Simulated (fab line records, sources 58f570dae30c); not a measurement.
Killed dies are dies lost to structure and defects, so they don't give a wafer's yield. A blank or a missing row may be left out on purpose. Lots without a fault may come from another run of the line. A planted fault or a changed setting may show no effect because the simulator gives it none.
Tool commonality check | flow berkeley_cmos170 | 14 lots, 42 wafers sampled

WHY IT WAS OPENED
At UCB170_GATE_CD_MEAS_12 the reading cd_nm is flagged on 2 of 14 lots. Wafers without a fault read 350.1 nm, standard deviation 1.5.
Rule: a lot is flagged when every wafer of it that has a number lies more than 4 standard deviations from that mean, or none has a number. The other lots count as sound.

lot  | measured     | on        | cd_nm (nm), wafer by wafer | flag
L253 | day 6 01:50  | cd_sem-02 | 348.1 347.0 346.9          |
L254 | day 6 02:10  | cd_sem-01 | 350.8 352.6 349.6          |
L256 | day 6 15:29  | cd_sem-02 | 348.7 348.6 350.0          |
L258 | day 7 02:56  | cd_sem-01 | 349.6 349.6 350.1          |
L261 | day 8 00:52  | cd_sem-01 | 351.6 351.8 350.0          |
L262 | day 8 10:04  | cd_sem-02 | 349.0 349.9 349.6          |
L264 | day 8 10:17  | cd_sem-01 | 351.0 351.3 351.3          |
L265 | day 8 17:06  | cd_sem-02 | 350.3 348.9 349.7          |
L266 | day 8 17:23  | cd_sem-01 | 353.0 351.2 353.1          |
L267 | day 9 01:23  | cd_sem-01 | 350.4 350.8 349.2          |
L268 | day 9 01:30  | cd_sem-02 | 370.8 369.9 369.3          | FLAGGED
L269 | day 9 01:47  | cd_sem-02 | 350.5 350.6 351.2          |
L272 | day 10 10:41 | cd_sem-02 | 369.6 370.2 367.6          | FLAGGED
L274 | day 10 15:03 | cd_sem-02 | 350.9 351.9 351.7          |
The numbers of the flagged lots are 369.6 nm on average: +19.5 nm against the usual, or +13 standard deviations.

WHICH TOOL RAN EACH LOT
The record holds 2 process steps before the reading, out of a route of 331 steps. In each cell: the tool, then ch and the chambers that the sampled wafers went through, then the start.
lot  | flag    | UCB170_PVT_STRIP_08                  | UCB170_GATE_SOFTBAKE_08
L253 |         | plasma_asher-03 ch 0,1, day 5 15:23  | litho_track-01 ch 0, day 6 00:00
L254 |         | plasma_asher-02 ch 0,1, day 5 15:31  | litho_track-01 ch 0, day 6 01:00
L256 |         | plasma_asher-02 ch 0,1, day 6 02:44  | litho_track-03 ch 0, day 6 14:00
L258 |         | plasma_asher-03 ch 0,1, day 6 13:56  | litho_track-02 ch 0, day 7 02:00
L261 |         | plasma_asher-04 ch 0,1, day 7 11:20  | litho_track-01 ch 0, day 8 00:00
L262 |         | plasma_asher-03 ch 0,1, day 7 19:26  | litho_track-01 ch 0, day 8 09:00
L264 |         | plasma_asher-02 ch 0,1, day 7 20:01  | litho_track-02 ch 0, day 8 09:00
L265 |         | plasma_asher-04 ch 0,1, day 8 07:15  | litho_track-01 ch 0, day 8 16:00
L266 |         | plasma_asher-03 ch 0,1, day 8 07:03  | litho_track-02 ch 0, day 8 16:00
L267 |         | plasma_asher-02 ch 0,1, day 8 15:12  | litho_track-01 ch 0, day 9 00:00
L268 | FLAGGED | plasma_asher-02 ch 0,1, day 8 14:56  | litho_track-02 ch 0, day 9 00:00
L269 |         | plasma_asher-03 ch 1, day 8 15:12    | litho_track-03 ch 0, day 9 00:00
L272 | FLAGGED | plasma_asher-03 ch 0,1, day 9 21:16  | litho_track-02 ch 0, day 10 09:00
L274 |         | plasma_asher-02 ch 0,1, day 10 01:56 | litho_track-03 ch 0, day 10 14:00
What these steps do:
- UCB170_PVT_STRIP_08: strips in O2.
- UCB170_GATE_SOFTBAKE_08: time 60 s.
- UCB170_GATE_CD_MEAS_12: target cd 350 nm.

FLAGGED OVER TOTAL, TOOL BY TOOL (the gauges that took the reading come last)
step                    | tool            | lots run | flagged | share of the flagged lots | sound lots run after its first flagged lot
UCB170_PVT_STRIP_08     | plasma_asher-02 | 6        | 1       | some                      | 2 (L267,L274)
UCB170_PVT_STRIP_08     | plasma_asher-03 | 6        | 1       | some                      | 0
UCB170_PVT_STRIP_08     | plasma_asher-04 | 2        | 0       | none                      | -
UCB170_GATE_SOFTBAKE_08 | litho_track-01  | 6        | 0       | none                      | -
UCB170_GATE_SOFTBAKE_08 | litho_track-02  | 5        | 2       | all                       | 0
UCB170_GATE_SOFTBAKE_08 | litho_track-03  | 3        | 0       | none                      | -
UCB170_GATE_CD_MEAS_12  | cd_sem-01       | 6        | 0       | none                      | -
UCB170_GATE_CD_MEAS_12  | cd_sem-02       | 8        | 2       | all                       | 2 (L269,L274)

WHAT THE TABLE ALLOWS
2 rows of the table ran every flagged lot: litho_track-02 at UCB170_GATE_SOFTBAKE_08, cd_sem-02 at UCB170_GATE_CD_MEAS_12.
- litho_track-02 at UCB170_GATE_SOFTBAKE_08: 2 of its 5 lots flagged. Its last sound lot is L266 (day 8 16:00), its first flagged lot L268 (day 9 00:00): a fault that began between those two fits. Its own readings lie more than 4 standard deviations out on every wafer of the flagged lots: heater_power_total_W, plate_temp_C.
- cd_sem-02 at UCB170_GATE_CD_MEAS_12: 2 of its 8 lots flagged. Sound lots ran on it after the first flagged one (L269, L274), which a lasting fault on the whole tool wouldn't allow.
One tool is left: litho_track-02 at UCB170_GATE_SOFTBAKE_08.

WHAT THE SIMULATOR HAD PUT IN
Process parameter drift: litho_track-02, from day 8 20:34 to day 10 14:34, at UCB170_GATE_SOFTBAKE_08. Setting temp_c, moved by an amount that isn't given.
Lots struck among those shown: L268, L272. The rule above found the same.
